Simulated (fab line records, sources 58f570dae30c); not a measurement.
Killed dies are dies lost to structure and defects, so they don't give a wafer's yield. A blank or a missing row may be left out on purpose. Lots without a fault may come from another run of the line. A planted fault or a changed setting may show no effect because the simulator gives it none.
Which tool did it? | flow berkeley_cmos170 | 7 lots, 21 wafers sampled, at 2 steps of a route of 331

WHAT THE GAUGES READ, wafer by wafer
UCB170_CONTACT_CD_MEAS_90: target cd 700 nm.
lot  | measured     | on        | cd_nm (nm)
L688 | day 7 17:56  | cd_sem-02 | 698.5 700.1 698.4
L691 | day 8 05:19  | cd_sem-01 | 698.8 698.8 699.0
L697 | day 9 11:50  | cd_sem-02 | 698.5 695.1 697.7
L703 | day 11 11:32 | cd_sem-02 | 697.8 698.4 698.3
L706 | day 11 22:20 | cd_sem-01 | 700.0 700.2 701.3
L707 | day 12 08:07 | cd_sem-01 | 702.0 699.8 698.8
L709 | day 13 04:35 | cd_sem-02 | 701.2 702.3 702.2

WHICH TOOL RAN EACH LOT (tool, then ch and the chambers of the sampled wafers, then the start)
lot  | UCB170_CONTACT_ETCH_17
L688 | rie_diel-04 ch 1,2, day 7 17:40
L691 | rie_diel-04 ch 2,3, day 8 05:04
L697 | rie_diel-04 ch 0,1, day 9 11:32
L703 | rie_diel-02 ch 1,2, day 11 11:16
L706 | rie_diel-03 ch 1,2, day 11 22:04
L707 | rie_diel-03 ch 1,2,3, day 12 07:51
L709 | rie_diel-03 ch 1,2,3, day 13 04:19
- UCB170_CONTACT_ETCH_17: etches BARC in N2/H2.

THE ANSWER, worked out from the rows above alone
Rule: what is usual is taken from the lots themselves. Put in order of their means at a reading, lots are off if they are a third of the lots or fewer, leave a main group of 4 or more, and stand apart from it by a gap of 3 or more times the standard deviation of the main group's means; of several such gaps the widest counts. A main group whose means are all the same, to the digits that the tables above print for the reading, isn't used. A lot without any number at a reading at which 4 lots or more have one is off too. The other lots that the step has rows for count as sound.
No lot is off at any reading shown: from this, nothing can be told.

WHAT THE SIMULATOR HAD PUT IN
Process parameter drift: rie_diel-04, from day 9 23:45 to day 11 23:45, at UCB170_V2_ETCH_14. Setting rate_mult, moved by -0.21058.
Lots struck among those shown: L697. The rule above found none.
